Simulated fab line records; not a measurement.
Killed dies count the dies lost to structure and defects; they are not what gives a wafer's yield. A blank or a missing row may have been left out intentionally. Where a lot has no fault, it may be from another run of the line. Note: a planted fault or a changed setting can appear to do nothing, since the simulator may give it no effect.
Which tool is to blame?	flow ritCmos	14 lots with 42 wafers sampled at 2 steps, on a route of 202 steps

## WHAT EACH GAUGE READ, for each wafer
RIT_CONTACT_THK_MEAS_01.
lot	measured	on	CONTACT_TEOS_THK (nm)
L221	day 3 15:28	filmMetro-03	397 394 394
L223	day 3 19:40	filmMetro-03	393 396 398
L222	day 3 21:41	filmMetro-04	396 395 389
L224	day 4 02:30	filmMetro-03	406 394 404
L225	day 4 07:03	filmMetro-04	395 388 391
L226	day 4 12:16	filmMetro-03	392 396 395
L231	day 5 09:25	filmMetro-03	561 556 572
L230	day 5 11:39	filmMetro-02	393 403 400
L233	day 5 20:18	filmMetro-04	560 566 562
L237	day 6 14:32	filmMetro-04	398 407 402
L238	day 6 16:28	filmMetro-02	399 399 400
L240	day 7 06:56	filmMetro-04	396 399 405
L241	day 7 10:57	filmMetro-04	402 401 401
L243	day 7 22:16	filmMetro-04	390 400 405

## WHICH TOOL RAN EACH LOT (tool, then ch and the chambers of the sampled wafers, then the start)
lot	RIT_CONTACT_CVD_00
L221	pecvd-04 ch 0,2, day 3 15:25
L223	pecvd-03 ch 0,1, day 3 19:35
L222	pecvd-02 ch 0,1,2, day 3 21:38
L224	pecvd-04 ch 0,1,2, day 4 02:27
L225	pecvd-03 ch 0,1, day 4 06:59
L226	pecvd-02 ch 0,1,2, day 4 12:12
L231	pecvd-04 ch 0,1,2, day 5 09:22
L230	pecvd-03 ch 0,1,2, day 5 11:36
L233	pecvd-04 ch 1,2, day 5 20:14
L237	pecvd-03 ch 0,1,2, day 6 14:29
L238	pecvd-02 ch 0,1,2, day 6 16:25
L240	pecvd-03 ch 1,2, day 7 06:53
L241	pecvd-02 ch 0,1, day 7 10:53
L243	pecvd-03 ch 0,2, day 7 22:13
- RIT_CONTACT_CVD_00: deposits SiO2 from TEOS, target thk 400 nm, time 61 s.

## AS READ BY THE TOOLS THEMSELVES (means over the sampled wafers that have a number; for cases with no such wafer, the mark the record gives instead)
RIT_CONTACT_CVD_00.
lot	tool	heaterPowerW (W)
L221	pecvd-04	349
L223	pecvd-03	274
L222	pecvd-02	313
L224	pecvd-04	356
L225	pecvd-03	257
L226	pecvd-02	308
L231	pecvd-04	342
L230	pecvd-03	257
L233	pecvd-04	281
L237	pecvd-03	258
L238	pecvd-02	297
L240	pecvd-03	226
L241	pecvd-02	289
L243	pecvd-03	303

## THE ANSWER, worked out from the rows above alone
Rule: what is usual is taken from the lots themselves. Put in order of their means at a reading, lots are off if they are a third of the lots or fewer, leave a main group of 4 or more, and stand apart from it by a gap of 3 or more times the standard deviation of the main group's means; of several such gaps the widest counts. The tables above print the reading to a certain number of digits; a main group whose means all agree to those digits is not used. Also off: a lot with no number at a reading for which 4 or more lots have one. The other lots that the step has rows for count as sound. The gauges are gone through in route order, then the tools' own readings, and for those a lot's mean is taken as printed above. At the first step where some lot is off, the reading lying furthest off is the one used; lots without a number count as furthest.
Off: L231, L233, at RIT_CONTACT_THK_MEAS_01 (CONTACT_TEOS_THK). Main group: mean 398 nm, sd 3.4.
A tool fits if, at a process step before that reading, it ran every lot that is off, and no sound lot after the first of them. The gauges at RIT_CONTACT_THK_MEAS_01 are tried like those tools. One candidate fits, namely pecvd-04 at RIT_CONTACT_CVD_00. Its last sound lot is L224 (day 4 02:27), its first lot that is off L231 (day 5 09:22): a fault that began between those two fits.

## WHAT THE SIMULATOR HAD INSERTED
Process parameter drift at RIT_CONTACT_CVD_00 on pecvd-04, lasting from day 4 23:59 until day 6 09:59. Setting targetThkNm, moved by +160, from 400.
Shown lots that were struck: L231, L233. The rule given above showed the same thing.
